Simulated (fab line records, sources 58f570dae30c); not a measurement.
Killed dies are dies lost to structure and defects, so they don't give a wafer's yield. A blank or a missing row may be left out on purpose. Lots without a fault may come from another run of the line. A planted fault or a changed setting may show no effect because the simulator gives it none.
A struck lot beside a sound one | flow berkeley_cmos170 | 28 steps out of a route of 331
Sound: wafers L601.2, L601.3, L601.6. Struck: wafers L616.1, L616.4, L616.5. The cause comes at the end.
At each step with rows: each side's tool, then ch and its chambers, then its first start. Under that, the readings that differ: sound wafers | struck wafers | difference of the means | sigmas: that difference in standard deviations of wafers without a fault.
alike: readings whose means differ by less than 2 such deviations, and words and numbers that are the same on both sides. not compared: withheld readings, readings that some wafer has no value for, bounds like >300 that may hide the same value, and numbers for which the record gives no deviation and whose values overlap.
The two part at a step that has a row with sigmas, a row that says differs or no value, or rows on one side only. Numbers that don't overlap but have no deviation are shown without sigmas and don't part them. A reading that every wafer of one side lacks parts them only if that side has two wafers or more.

UCB170_PWELL_STRIP_16: strips in O2.
  sound on plasma_asher-02 ch 0,1, day 3 17:18; struck on plasma_asher-02 ch 0,1, day 6 14:08
  reading                      | sound             | struck            | difference | sigmas
  strip_time_to_endpoint_s (s) | 18.06 18.01 18.07 | 18.21 18.21 18.26 | +0.18      | +3
  alike: chamber_pressure_mTorr, drypump_motor_current_A, oes_product_au
  not compared: rf_hours_counter_h
UCB170_PWELL_TW_MEAS_17:
  sound on film_metro-03, day 3 17:25; struck on film_metro-02, day 6 14:14
  reading  | sound             | struck            | difference | sigmas
  PWELL_TW | 373.0 376.6 380.2 | 383.8 384.6 384.4 | +7.7       | +3
then, 5 steps without rows for these wafers: UCB170_PWELL_CLEAN_18 (cleans in SPM, time 600 s); UCB170_PWELL_WET_ETCH_19 (etches Si3N4 in H3PO4, time 14400 s); UCB170_PWELL_WET_ETCH_20 (etches SiO2 in BOE, time 22 s); UCB170_WELLDRIVE_CLEAN_00 (cleans in SPM, time 600 s); UCB170_WELLDRIVE_OXIDATION_01 (target thk 199 nm, ox time 9000 s).
UCB170_WELLDRIVE_THK_MEAS_02:
  sound on film_metro-04, day 4 04:51; struck on film_metro-04, day 7 03:07
  alike: WELLDRIVE_OXIDE_THK
then, 4 steps without rows for these wafers: UCB170_WELLDRIVE_ANNEAL_03 (time 900 s); UCB170_WELLDRIVE_WET_ETCH_04 (etches SiO2 in BOE, time 120 s); UCB170_ACTIVE_CLEAN_00 (cleans in SPM, time 600 s); UCB170_ACTIVE_CLEAN_01 (cleans in dHF, time 60 s).
UCB170_ACTIVE_OXIDATION_02: target thk 26.4 nm, ox time 1260 s.
  sound on furnace-02 ch 0, day 4 11:22; struck on furnace-01 ch 0, day 7 17:09
  reading             | sound                | struck               | difference | sigmas
  spike_tc_load_C (C) | 1022.9 1023.1 1021.7 | 1028.8 1026.7 1027.0 | +4.9       | +2
  alike: ox_temp_c, tube_center_temp_C
UCB170_ACTIVE_THK_MEAS_03:
  sound on film_metro-03, day 4 12:43; struck on film_metro-03, day 7 18:30
  reading               | sound          | struck         | difference | sigmas
  ACTIVE_OXIDE_THK (nm) | 25.7 25.6 25.8 | 37.6 37.9 37.2 | +11.9      | +22
then, 2 steps without rows for these wafers: UCB170_ACTIVE_ANNEAL_04 (time 900 s); UCB170_ACTIVE_CVD_05 (deposits Si3N4 from SiH2Cl2/NH3, target thk 220 nm, time 3300 s).
UCB170_ACTIVE_THK_MEAS_06:
  sound on film_metro-03, day 4 18:44; struck on film_metro-04, day 7 22:02
  alike: ACTIVE_NITRIDE_THK
then, 6 steps without rows for these wafers: UCB170_ACTIVE_HMDS_07 (prime time 60 s); UCB170_ACTIVE_COAT_08 (resist thk 900 nm); UCB170_ACTIVE_SOFTBAKE_09 (time 60 s); UCB170_ACTIVE_EXPOSE_10 (exposes mask ACTIVE, target cd 1200 nm); UCB170_ACTIVE_PEB_11; UCB170_ACTIVE_DEVELOP_12 (develop time 45 s).
UCB170_ACTIVE_CD_MEAS_13: target cd 1200 nm.
  sound on cd_sem-01, day 4 19:46; struck on cd_sem-01, day 7 23:16
  alike: cd_nm
UCB170_ACTIVE_OVL_MEAS_14:
  sound on overlay-01, day 4 19:52; struck on overlay-01, day 7 23:23
  alike: ACTIVE_OVL
UCB170_ACTIVE_ETCH_15: etches Si3N4 in CH3F/Ar/O2, stops on SiO2, target depth 242 nm, time 148.7 s.
  sound on rie_diel-04 ch 1,2,3, day 4 19:54; struck on rie_diel-03 ch 0,2, day 7 23:25
  reading                                       | sound             | struck           | difference | sigmas
  model.SiO2_of_ACTIVE_OXIDATION_02.thk_nm (nm) | 22.14 22.06 22.18 | 34.1 34.46 33.55 | +11.9      |
  alike: chamber_pressure_mTorr, drypump_motor_current_A, oes_product_au, throttle_valve_pct
  not compared: rf_hours_counter_h
UCB170_ACTIVE_STRIP_16: strips in O2.
  sound on plasma_asher-04 ch 0,1, day 4 20:00; struck on plasma_asher-03 ch 0,1, day 7 23:32
  alike: chamber_pressure_mTorr, drypump_motor_current_A, oes_product_au, strip_time_to_endpoint_s
  not compared: rf_hours_counter_h
UCB170_M3_PROBE_99:
  the record has rows for the sound wafers here (prober-01, day 8 06:44) and none for the struck ones

WHERE THEY PART
First at UCB170_PWELL_STRIP_16; last, within this record, at UCB170_M3_PROBE_99.

WHY: what the simulator had put in
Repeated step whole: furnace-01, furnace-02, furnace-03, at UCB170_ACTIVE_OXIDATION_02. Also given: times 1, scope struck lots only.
